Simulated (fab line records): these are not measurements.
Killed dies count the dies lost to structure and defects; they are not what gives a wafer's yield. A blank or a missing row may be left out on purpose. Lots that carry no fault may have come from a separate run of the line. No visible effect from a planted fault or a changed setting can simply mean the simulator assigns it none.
fab line records | flow rit_cmos
record: lots: 5 wafers: 27
route steps=202 shown ACTIVE@4 SILICIDE@162 M1@184
start_h: start of the lot's first displayed wafer, in hours after the record's first day | wait_h: hours from the lot's prior step to this one | " identical to the entry in the row above | L1.1+2: one row covering several wafers at once | - no value present, or no start provided | * or withheld: withheld | < > ~ a bound
route shown NAME@n: a module of which the file shows steps, and the number in the route of the first | usual: mean and standard deviation over wafers with no fault | same: alike in all rows | chamber/n: place in a boat | sites: per-site readings | _std_site: standard deviation of those values | _edge_site: the outer-site mean with the inner-site mean subtracted | radius_mm: how far each site lies from the wafer's centre | mask NAME#n: copy n | behind: the last tool/chamber to shape the wafer | hold: cause of the lot's hold/its duration in hours/its outcome | device: names the non-switching transistor (n, p or np) | end of line: the same wafers' tests at the end of the route | step lacking rows: just its recipe | killed: not the wafer's yield, but the dies lost to structure and defects at the first sort | map: a wafer's dies, x killed, . not, _ none there
set.NAME: the setting that was run; set.NAME@STEP: the one run at that earlier step | model.NAME: the simulator's own value behind a step, which no gauge read
one table per step and one row per wafer, for lots whose settings were changed on purpose
== steps ==
step: RIT_ACTIVE_CVD_03
recipe: material: Si3N4 target_thk_nm: 150 temp_c: 810 precursor: SiH2Cl2/NH3 time_s: 1500 pressure_mtorr: 300 sih2cl2_flow_sccm: 60 nh3_flow_sccm: 150
columns lot.wafer tool chamber start_h wait_h set.time_s model.Si3N4_of_ACTIVE_CVD_03.thk_nm
L081.1 - - - 0.1 826.2 83.26
L081.2 " - " " 826.2 84.9
L081.3 " - " " 826.2 83.04
L081.4 " - " " 826.2 81.88
L081.5 " - " " 826.2 84.19
L081.6 " - " " 826.2 83.15
L082.1 lpcvd-02 1 52.94 0.1 1500 147.7
L082.2 " 1 " " 1500 149.3
L082.5 " 1 " " 1500 148.9
L083.1 - - - 0.1 729.4 71.4
L083.2 " - " " 729.4 71.29
L083.3 " - " " 729.4 72.04
L083.4 " - " " 729.4 72.09
L083.5 " - " " 729.4 71.28
L083.6 " - " " 729.4 71.19
L084.1 - - - 0.1 1780 175.5
L084.2+4 " - " " 1780 175.7
L084.3 " - " " 1780 176.5
L084.5 " - " " 1780 174.8
L084.6 " - " " 1780 175
L085.1+6 - - - 0.1 1500 149.1
L085.2 " - " " 1500 150.6
L085.3 " - " " 1500 150
L085.4 " - " " 1500 150.7
L085.5 " - " " 1500 149.5
step: RIT_ACTIVE_THK_MEAS_04
recipe: reads: Si3N4_of_ACTIVE_CVD_03
usual: ACTIVE_NITRIDE_THK: 149.9/1.4
columns lot.wafer tool chamber start_h wait_h set.time_s@ACTIVE_CVD_03 ACTIVE_NITRIDE_THK[nm]
L081.1 film_metro-02 - - - 826.2 83.2
L081.2 " - " " 826.2 84.9
L081.3 " - " " 826.2 83.1
L081.4 " - " " 826.2 81.9
L081.5 " - " " 826.2 84.2
L081.6 " - " " 826.2 83.2
L082.1 film_metro-02 - 55.06 0.0 1500 147.7
L082.2 " - " " 1500 149.3
L082.5 " - " " 1500 148.8
L083.1 film_metro-04 - - - 729.4 71.4
L083.2 " - " " 729.4 71.3
L083.3 " - " " 729.4 72.0
L083.4 " - " " 729.4 72.2
L083.5 " - " " 729.4 71.3
L083.6 " - " " 729.4 71.2
L084.1 film_metro-01 - - - 1780 175.4
L084.2 " - " " 1780 175.5
L084.3 " - " " 1780 176.6
L084.4 " - " " 1780 175.8
L084.5 " - " " 1780 174.7
L084.6 " - " " 1780 175.0
L085.1 film_metro-01 - - - 1500 149.2
L085.2 " - " " 1500 150.6
L085.3 " - " " 1500 150.0
L085.4 " - " " 1500 150.9
L085.5 " - " " 1500 149.6
L085.6 " - " " 1500 149.0
step: RIT_ACTIVE_HMDS_05
recipe: prime_time_s: 60 prime_temp_c: 140
step: RIT_ACTIVE_COAT_06
recipe: resist: NOVOLAK spin_rpm: 3250 resist_thk_nm: 1000
step: RIT_ACTIVE_HARDBAKE_12
recipe: resist: NOVOLAK temp_c: 140 time_s: 60
step: RIT_ACTIVE_ETCH_13
recipe: stop_on: SiO2 chemistry: SF6 target: Si3N4 time_s: 210 over_etch_frac: 0.4 SF6_flow_sccm: 200 pressure_mtorr: 260 rf_w: 125 target_depth_a: 2100
usual: oes_product_au: 0.818/0.014
columns lot.wafer tool chamber start_h wait_h set.time_s@ACTIVE_CVD_03 oes_product_au model.ACTIVE.feature_depth_nm model.etch.depth_nm
L081.1 rie_diel-04 2 50.58 0.1 826.2 0.643 83.26 -
L081.2 " 3 " " 826.2 0.613 85.1 84.9
L081.3 " 1 " " 826.2 0.603 83.04 83.04
L081.4 " 0 " " 826.2 0.618 82.61 -
L081.5 " 1 " " 826.2 0.606 84.19 -
L081.6 " 2 " " 826.2 0.642 83.15 83.15
L082.1 rie_diel-03 1 56.24 0.1 1500 0.811 147.7 147.7
L082.2 " 2 " " 1500 0.797 149.3 149.3
L082.5 " 3 " " 1500 0.820 149.1 148.9
L083.1 rie_diel-04 0 60.42 0.1 729.4 0.591 72.13 71.4
L083.2 " 2 " " 729.4 0.601 71.29 71.29
L083.3 " 1 " " 729.4 0.573 72.04 -
L083.4 " 3 " " 729.4 0.579 72.29 72.09
L083.5 " 3 " " 729.4 0.589 71.48 -
L083.6 " 0 " " 729.4 0.586 71.91 -
L084.1 rie_diel-01 0 65.65 0.1 1780 0.913 176.5 175.5
L084.2 " 2 " " 1780 0.884 176.1 175.7
L084.3 " 3 " " 1780 0.907 176.9 176.5
L084.4 " 2 " " 1780 0.892 176.2 175.7
L084.5 " 3 " " 1780 0.893 175.2 174.8
L084.6 " 0 " " 1780 0.905 176 175
L085.1 rie_diel-04 1 70.71 0.1 1500 0.797 149.1 -
L085.2 " 0 " " 1500 0.820 151.3 150.6
L085.3 " 3 " " 1500 0.810 150.2 -
L085.4 " 2 " " 1500 0.849 150.7 -
L085.5 " 3 " " 1500 0.804 149.7 149.5
L085.6 " 0 " " 1500 0.815 149.8 149.1
step: RIT_SILICIDE_SPUTTER_01
recipe: material: Ti target_thk_nm: 30 power_w: 350 chamber_pressure_pa: 0.667 gas: Ar time_s: 240 substrate_temp_c: 25
columns lot.wafer tool chamber start_h wait_h set.time_s model.Ti_of_SILICIDE_SPUTTER_01.thk_nm
L081.1 pvd_sputter-04 - 91.36 0.0 240 29.61
L081.2 " - " " 151.1 18.78
L081.3 " - " " 151.1 18.77
L081.4 " - " " 240 29.74
L081.5 " - " " 151.1 18.73
L081.6 " - " " 240 29.92
L082.1 pvd_sputter-03 - 94.99 0.0 240 30.33
L082.2 " - " " 240 30.08
L082.5 " - " " 240 30.32
L083.1 pvd_sputter-04 - 100.12 0.0 294.8 36.46
L083.2 " - " " 240 29.42
L083.3 " - " " 240 29.56
L083.4 " - " " 294.8 36.08
L083.5 " - " " 240 29.37
L083.6 " - " " 294.8 36.32
L084.1 pvd_sputter-04 - 103.51 0.0 181.1 22.18
L084.2+5 " - " " 240 29.57
L084.3 " - " " 181.1 22.43
L084.4 " - " " 240 29.44
L084.6 " - " " 181.1 22.23
L085.1 pvd_sputter-03 - 111.21 0.0 240 29.95
L085.2 " - " " 240 30.24
L085.3 " - " " 240 29.64
L085.4 " - " " 240 29.76
L085.5 " - " " 240 29.66
L085.6 " - " " 240 30.16
step: RIT_SILICIDE_RS_MEAS_02
recipe: thk_meas_gauge: four-point-probe reads: Ti_of_SILICIDE_SPUTTER_01
usual: SILICIDE_TI_RS: 47.9/0.75
columns lot.wafer tool chamber start_h wait_h set.time_s@SILICIDE_SPUTTER_01 SILICIDE_TI_RS[ohm/sq]
L081.1 film_metro-04 - 91.51 0.1 240 48.6
L081.2 " - " " 151.1 86.8
L081.3 " - " " 151.1 86.9
L081.4 " - " " 240 48.4
L081.5 " - " " 151.1 86.9
L081.6 " - " " 240 48.0
L082.1 film_metro-01 - 95.14 0.1 240 47.3
L082.2 " - " " 240 47.7
L082.5 " - " " 240 47.3
L083.1 film_metro-01 - 100.27 0.1 294.8 37.6
L083.2 " - " " 240 49.1
L083.3 " - " " 240 48.7
L083.4 " - " " 294.8 38.1
L083.5 " - " " 240 49.2
L083.6 " - " " 294.8 37.8
L084.1 film_metro-03 - 103.66 0.1 181.1 70.2
L084.2 " - " " 240 48.8
L084.3 " - " " 181.1 69.3
L084.4 " - " " 240 49.0
L084.5 " - " " 240 48.7
L084.6 " - " " 181.1 69.9
L085.1 film_metro-03 - 111.36 0.1 240 48.0
L085.2 " - " " 240 47.4
L085.3 " - " " 240 48.6
L085.4 " - " " 240 48.3
L085.5 " - " " 240 48.6
L085.6 " - " " 240 47.7
step: RIT_SILICIDE_THK_MEAS_03
recipe: thk_meas_gauge: xrf reads: Ti_of_SILICIDE_SPUTTER_01
usual: SILICIDE_TI_THK: 29.5/0.45
columns lot.wafer tool chamber start_h wait_h set.time_s@SILICIDE_SPUTTER_01 SILICIDE_TI_THK[nm]
L081.1 film_metro-04 - 91.63 0.1 240 29.1
L081.2 " - " " 151.1 18.4
L081.3 " - " " 151.1 18.4
L081.4 " - " " 240 29.2
L081.5 " - " " 151.1 18.3
L081.6 " - " " 240 29.3
L082.1 film_metro-01 - 95.26 0.1 240 29.7
L082.2 " - " " 240 29.6
L082.5 " - " " 240 29.8
L083.1 film_metro-01 - 100.39 0.1 294.8 35.5
L083.2 " - " " 240 28.8
L083.3 " - " " 240 29.0
L083.4 " - " " 294.8 35.3
L083.5 " - " " 240 28.7
L083.6 " - " " 294.8 35.4
L084.1 film_metro-03 - 103.78 0.1 181.1 21.8
L084.2 " - " " 240 28.9
L084.3 " - " " 181.1 22.0
L084.4 " - " " 240 28.9
L084.5 " - " " 240 29.0
L084.6 " - " " 181.1 21.8
L085.1 film_metro-03 - 111.48 0.1 240 29.3
L085.2 " - " " 240 29.6
L085.3 " - " " 240 29.2
L085.4 " - " " 240 29.2
L085.5 " - " " 240 29.2
L085.6 " - " " 240 29.6
step: RIT_M1_SPUTTER_00
recipe: material: Al target_thk_nm: 400 power_w: 2000 chamber_pressure_pa: 0.4 gas: Ar time_s: 500 substrate_temp_c: 25
columns lot.wafer tool chamber start_h wait_h set.time_s model.Al_of_M1_SPUTTER_00.thk_nm
L081.1 pvd_sputter-02 - 94.48 0.0 604.6 477.5
L081.2 " - " " 500 394.6
L081.3 " - " " 500 398.7
L081.4 " - " " 604.6 478.8
L081.5 " - " " 604.6 480
L081.6 " - " " 500 397
L082.1 pvd_sputter-02 - 97.91 0.0 500 405.8
L082.2 " - " " 500 411.9
L082.5 " - " " 500 406
L083.1 pvd_sputter-03 - 103.20 0.0 500 399.1
L083.2 " - " " 500 399.5
L083.3 " - " " 285.3 230.9
L083.4 " - " " 500 400.6
L083.5 " - " " 285.3 229.8
L083.6 " - " " 285.3 231.6
L084.1+6 pvd_sputter-01 - 106.39 0.0 500 396.5
L084.2 " - " " 500 400.1
L084.3 " - " " 500 398.6
L084.4 " - " " 500 398.2
L084.5 " - " " 500 395.9
L085.1 pvd_sputter-02 - 113.94 0.0 365.4 289.8
L085.2 " - " " 500 402.3
L085.3 " - " " 365.4 292.6
L085.4 " - " " 365.4 291
L085.5 " - " " 500 397.7
L085.6 " - " " 500 403.7
step: RIT_M1_RS_MEAS_01
recipe: thk_meas_gauge: four-point-probe reads: Al_of_M1_SPUTTER_00
usual: M1_AL_RS: 0.0733/0.00082
columns lot.wafer tool chamber start_h wait_h set.time_s@M1_SPUTTER_00 M1_AL_RS[ohm/sq]
L081.1 film_metro-01 - 94.78 0.1 604.6 0.0614
L081.2 " - " " 500 0.0746
L081.3 " - " " 500 0.0737
L081.4 " - " " 604.6 0.0612
L081.5 " - " " 604.6 0.0611
L081.6 " - " " 500 0.0740
L082.1 film_metro-04 - 98.21 0.1 500 0.0724
L082.2 " - " " 500 0.0711
L082.5 " - " " 500 0.0721
L083.1 film_metro-01 - 103.49 0.1 500 0.0737
L083.2 " - " " 500 0.0736
L083.3 " - " " 285.3 0.1304
L083.4 " - " " 500 0.0734
L083.5 " - " " 285.3 0.1310
L083.6 " - " " 285.3 0.1298
L084.1 film_metro-01 - 106.68 0.1 500 0.0742
L084.2 " - " " 500 0.0735
L084.3 " - " " 500 0.0738
L084.4 " - " " 500 0.0739
L084.5 " - " " 500 0.0742
L084.6 " - " " 500 0.0743
L085.1 film_metro-02 - 114.23 0.1 365.4 0.1023
L085.2 " - " " 500 0.0729
L085.3 " - " " 365.4 0.1012
L085.4 " - " " 365.4 0.1017
L085.5 " - " " 500 0.0738
L085.6 " - " " 500 0.0727
step: RIT_M1_THK_MEAS_02
recipe: thk_meas_gauge: xrf reads: Al_of_M1_SPUTTER_00
usual: M1_AL_THK: 399/4.8
columns lot.wafer tool chamber start_h wait_h set.time_s@M1_SPUTTER_00 M1_AL_THK[nm]
L081.1 film_metro-01 - 94.90 0.1 604.6 477
L081.2 " - " " 500 396
L081.3 " - " " 500 398
L081.4 " - " " 604.6 478
L081.5 " - " " 604.6 483
L081.6 " - " " 500 400
L082.1 film_metro-04 - 98.33 0.1 500 408
L082.2 " - " " 500 413
L082.5 " - " " 500 406
L083.1 film_metro-01 - 103.61 0.1 500 396
L083.2 " - " " 500 399
L083.3 " - " " 285.3 230
L083.4 " - " " 500 398
L083.5 " - " " 285.3 229
L083.6 " - " " 285.3 231
L084.1 film_metro-01 - 106.80 0.1 500 395
L084.2 " - " " 500 399
L084.3 " - " " 500 398
L084.4 " - " " 500 394
L084.5 " - " " 500 394
L084.6 " - " " 500 395
L085.1 film_metro-02 - 114.35 0.1 365.4 288
L085.2 " - " " 500 399
L085.3 " - " " 365.4 289
L085.4 " - " " 365.4 286
L085.5 " - " " 500 393
L085.6 " - " " 500 402
step: RIT_M1_HMDS_03
recipe: prime_time_s: 60 prime_temp_c: 140
step: RIT_M1_COAT_04
recipe: resist: NOVOLAK spin_rpm: 2000 resist_thk_nm: 1300
step: RIT_M1_HARDBAKE_11
recipe: resist: NOVOLAK temp_c: 140 time_s: 120
step: RIT_M1_METAL_ETCH_12
recipe: stop_on: SiO2 chemistry: Cl2/BCl3 target: Al time_s: 165 over_etch_frac: 0.5 pressure_mtorr: 100 target_depth_a: 6000 rf_w: 250 Cl2_flow_sccm: 60 bcl3_flow_sccm: 50
usual: oes_product_au: 0.784/0.0069
columns lot.wafer tool chamber start_h wait_h set.time_s@M1_SPUTTER_00 oes_product_au
L081.1 rie_metal-03 0 96.37 0.2 604.6 0.876
L081.2 " 1 " " 500 0.784
L081.3 " 1 " " 500 0.786
L081.4 " 0 " " 604.6 0.870
L081.5 " 1 " " 604.6 0.873
L081.6 " 0 " " 500 0.772
L082.1 rie_metal-01 0 99.72 0.2 500 0.789
L082.2 " 1 " " 500 0.804
L082.5 " 0 " " 500 0.795
L083.1 rie_metal-02 0 105.08 0.2 500 0.782
L083.2 " 1 " " 500 0.789
L083.3 " 0 " " 285.3 0.594
L083.4 " 1 " " 500 0.782
L083.5 " 0 " " 285.3 0.589
L083.6 " 1 " " 285.3 0.602
L084.1 rie_metal-03 0 108.27 0.2 500 0.774
L084.2 " 1 " " 500 0.779
L084.3 " 0 " " 500 0.781
L084.4 " 1 " " 500 0.784
L084.5 " 1 " " 500 0.785
L084.6 " 0 " " 500 0.772
L085.1 rie_metal-01 1 115.82 0.2 365.4 0.663
L085.2 " 0 " " 500 0.788
L085.3 " 1 " " 365.4 0.667
L085.4 " 0 " " 365.4 0.658
L085.5 " 0 " " 500 0.787
L085.6 " 1 " " 500 0.790
step: RIT_M1_STRIP_13
recipe: chemistry: nmp resist: NOVOLAK temp_c: 80 time_s: 600 dry: n2_spin
step: RIT_M1_STRIP_14
recipe: chemistry: O2 time_s: 180 platen_temp_c: withheld power_w: 500 pressure_mtorr: 4000 o2_flow_sccm: 4000
step: RIT_M1_ANNEAL_15
recipe: temp_c: 450 time_s: 1800 ambient: forming_gas_H2N2
step: RIT_M1_PROBE_99
columns lot.wafer tool chamber start_h wait_h set.time_s@SILICIDE_SPUTTER_01 model.etest.npoly_line.line_ohm_um model.etest.ppoly_line.line_ohm_um
L081.1 prober-01 - 98.63 0.1 240 161.9 154.7
L081.2 prober-01 - 98.68 0.1 151.1 215.8 205.7
L081.3 prober-01 - 98.73 0.2 151.1 221.8 212
L081.4 prober-01 - 98.78 0.2 240 160.4 157.1
L081.5 prober-01 - 98.83 0.2 151.1 220.8 206.8
L081.6 prober-01 - 98.88 0.2 240 158.8 153.5
L082.1 prober-02 - 101.97 0.1 240 172.9 166.9
L082.2 prober-02 - 102.02 0.1 240 175.7 166.8
L082.5 prober-02 - 102.17 0.2 240 171.6 169.2
L083.1 prober-01 - 107.33 0.1 294.8 163.2 158.5
L083.2 prober-01 - 107.38 0.1 240 170.1 166.2
L083.3 prober-01 - 107.43 0.2 240 168.5 164.2
L083.4 prober-01 - 107.48 0.2 294.8 156.7 151.7
L083.5 prober-01 - 107.53 0.2 240 165.6 160.5
L083.6 prober-01 - 107.58 0.2 294.8 156.7 150.7
L084.1 prober-02 - 110.52 0.1 181.1 198.4 187.1
L084.2 prober-02 - 110.57 0.1 240 160.4 156.8
L084.3 prober-02 - 110.62 0.2 181.1 191.9 181.3
L084.4 prober-02 - 110.67 0.2 240 164.6 161.6
L084.5 prober-02 - 110.72 0.2 240 164.9 158.3
L084.6 prober-02 - 110.77 0.2 181.1 199.3 189.6
L085.1 prober-01 - 118.25 0.1 240 159.2 152.3
L085.2 prober-01 - 118.30 0.1 240 164.5 157
L085.3 prober-01 - 118.35 0.2 240 165.1 160.5
L085.4 prober-01 - 118.40 0.2 240 163.2 157
L085.5 prober-01 - 118.45 0.2 240 165.8 157.3
L085.6 prober-01 - 118.50 0.2 240 161 156.4
killed by level:class
L082.1 FOX1:geometric_particle:short=1 SILICIDE:geometric_particle:open=1
L082.2 GATE:geometric_particle:open=2 GATE:geometric_particle:short=2 SPACER:geometric_particle:open=2 FOX1:geometric_particle:short=1 REOX:geometric_particle:short=1 SILICIDE:geometric_particle:short=1 SILICIDE:geometric_particle:open=1
L082.5 GATE:geometric_particle:open=2 FOX1:geometric_particle:short=1 GATE:geometric_particle:short=1 REOX:geometric_particle:short=1 SPACER:geometric_particle:open=1 CONTACT:geometric_particle:open=1
== key ==
split: step: RIT_ACTIVE_CVD_03 setting: time_s stated: 1500 by: lot
response: step: RIT_ACTIVE_CVD_03 reading: model.Si3N4_of_ACTIVE_CVD_03.thk_nm change: +1.48 per: 1% r: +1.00
response: step: RIT_ACTIVE_THK_MEAS_04 reading: ACTIVE_NITRIDE_THK change: +1.48 per: 1% r: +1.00
response: step: RIT_ACTIVE_ETCH_13 reading: oes_product_au change: +0.0044 per: 1% r: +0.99
response: step: RIT_ACTIVE_ETCH_13 reading: model.ACTIVE.feature_depth_nm change: +1.48 per: 1% r: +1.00
response: step: RIT_ACTIVE_ETCH_13 reading: model.etch.depth_nm change: +1.47 per: 1% r: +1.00
split: step: RIT_SILICIDE_SPUTTER_01 setting: time_s stated: 240 by: wafer
response: step: RIT_SILICIDE_SPUTTER_01 reading: model.Ti_of_SILICIDE_SPUTTER_01.thk_nm change: +0.297 per: 1% r: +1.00
response: step: RIT_SILICIDE_RS_MEAS_02 reading: SILICIDE_TI_RS change: -0.88 per: 1% r: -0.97
response: step: RIT_SILICIDE_THK_MEAS_03 reading: SILICIDE_TI_THK change: +0.291 per: 1% r: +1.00
response: step: RIT_M1_PROBE_99 reading: model.etest.npoly_line.line_ohm_um change: -1.29 per: 1% r: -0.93
response: step: RIT_M1_PROBE_99 reading: model.etest.ppoly_line.line_ohm_um change: -1.15 per: 1% r: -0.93
split: step: RIT_M1_SPUTTER_00 setting: time_s stated: 500 by: wafer
response: step: RIT_M1_SPUTTER_00 reading: model.Al_of_M1_SPUTTER_00.thk_nm change: +3.97 per: 1% r: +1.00
response: step: RIT_M1_RS_MEAS_01 reading: M1_AL_RS change: -0.00116 per: 1% r: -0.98
response: step: RIT_M1_THK_MEAS_02 reading: M1_AL_THK change: +3.96 per: 1% r: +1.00
response: step: RIT_M1_METAL_ETCH_12 reading: oes_product_au change: +0.00447 per: 1% r: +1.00
